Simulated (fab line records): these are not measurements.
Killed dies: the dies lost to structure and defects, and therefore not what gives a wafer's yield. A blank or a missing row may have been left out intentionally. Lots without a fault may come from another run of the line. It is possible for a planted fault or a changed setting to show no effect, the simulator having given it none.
Split-lot study ; flow rit cmos ; route with 202 steps; 5 lots, 23 wafers read

== ON THE SPLIT ==
At RIT_ACTIVE_DEVELOP_10 (develop time 50 s), the setting develop time s was moved away from the recipe's 50 s on 7 of the 23 wafers read, by -8.4% to +13.0%. This setting was run at the recipe's value on the other wafers.

== FROM THE SPLIT TO THE READING: what the file shows between them, 3 steps ==
- RIT_ACTIVE_CD_MEAS_11: target cd 1400 nm
- RIT_ACTIVE_ETCH_13: etches Si3N4 in SF6, stops on SiO2, time 210 s, target depth 210 nm (also split here: rf w)
- RIT_ACTIVE_STRIP_14: strips in O2, time 180 s (also split here: pressure mtorr)

== THE READING ==
cd nm (nm) at RIT_ACTIVE_CD_MEAS_90, where the cd target is 1400 nm. Typical for fault-free wafers on this fab line: 1398.7 nm, with standard deviation 2.6 nm.

wafer;tool, chamber at the split;develop time s as run, s;against the recipe;cd nm, nm;against lot-mates on the recipe
L074.1;litho track-03, 0;53.53;+7.1%;1394.5;-6.9
L074.2;litho track-03, 0;50;recipe;1403.8;-
L074.3;litho track-03, 0;50;recipe;1400.0;-
L074.5;litho track-03, 0;50;recipe;1400.5;-
L074.6;litho track-03, 0;53.53;+7.1%;1394.6;-6.8
L075.2;litho track-04, 0;50;recipe;1399.9;-
L075.3;litho track-04, 0;50;recipe;1399.7;-
L075.4;litho track-04, 0;50;recipe;1400.9;-
L075.5;litho track-04, 0;50;recipe;1400.1;-
L075.6;litho track-04, 0;50;recipe;1397.6;-
L078.1;litho track-03, 0;50;recipe;1400.1;-
L078.4;litho track-03, 0;50;recipe;1400.8;-
L078.5;litho track-03, 0;50;recipe;1400.2;-
L081.1;litho track-03, 0;56.51;+13.0%;1387.1;-12.0
L081.2;litho track-03, 0;50;recipe;1398.3;-
L081.3;litho track-03, 0;56.51;+13.0%;1386.1;-13.0
L081.4;litho track-03, 0;50;recipe;1399.8;-
L081.6;litho track-03, 0;56.51;+13.0%;1386.6;-12.5
L083.1;litho track-03, 0;50;recipe;1396.8;-
L083.2;litho track-03, 0;50;recipe;1396.7;-
L083.3;litho track-03, 0;45.79;-8.4%;1405.6;+9.5
L083.5;litho track-03, 0;45.79;-8.4%;1403.1;+7.0
L083.6;litho track-03, 0;50;recipe;1394.8;-

FIT RESULTS
A straight line over all 23 wafers: cd nm changes by -0.853 nm for each +1% of develop time s; r = -0.92; the points scatter about the line by 2.1 nm.
The same after taking each lot's own level away (the mean of its wafers on the recipe; 23 wafers): -0.964 nm for each +1%; r = -0.98; scatter 1 nm.
The reading moves by 13 nm for the largest change in develop time s, on that fit.
Across the lots, their own levels run from 1396.10 to 1401.43 nm, a range of 2.1 times the standard deviation given above.
In other words, the slope is changed by the lot-to-lot level; the two fits disagree.
Check: -12.7 nm against its lot-mates is what the line predicts for one of the wafers moved furthest among these (+13.0%) when that wafer is left out of the fit. Against them it came out at -12 nm.

== OTHER SPLITS ON THESE WAFERS ==
Other splits were also applied to these wafers ahead of the reading. Each is held against what the fit with the lots' levels taken away leaves over:
other split on the same wafers;wafers away from the commonest value;r with cd nm (lot level and that fit taken away)
RIT_ACTIVE_ETCH_13 rf w;2;+0.22
RIT_ACTIVE_STRIP_14 pressure mtorr;15;+0.00

== THE WHOLE CHAIN: every reading that the file lists as answering this split, in the file's order ==
step;what it does;reading;change (the file's fit);r (the file's)
RIT_ACTIVE_CD_MEAS_11;target cd 1400 nm;cd nm;-0.966 nm for each +1% of the setting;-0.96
RIT_ACTIVE_ETCH_13;etches Si3N4 in SF6, stops on SiO2, time 210 s, target depth 210 nm;ACTIVE.cd nm (the simulator's own value, which no gauge read);-0.978 nm for each +1% of the setting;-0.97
RIT_ACTIVE_CD_MEAS_90;target cd 1400 nm;cd nm;-0.964 nm for each +1% of the setting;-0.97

== THE FILE'S OWN FIT ==
cd nm changes by -0.964 nm for each +1% of develop time s, r = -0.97.
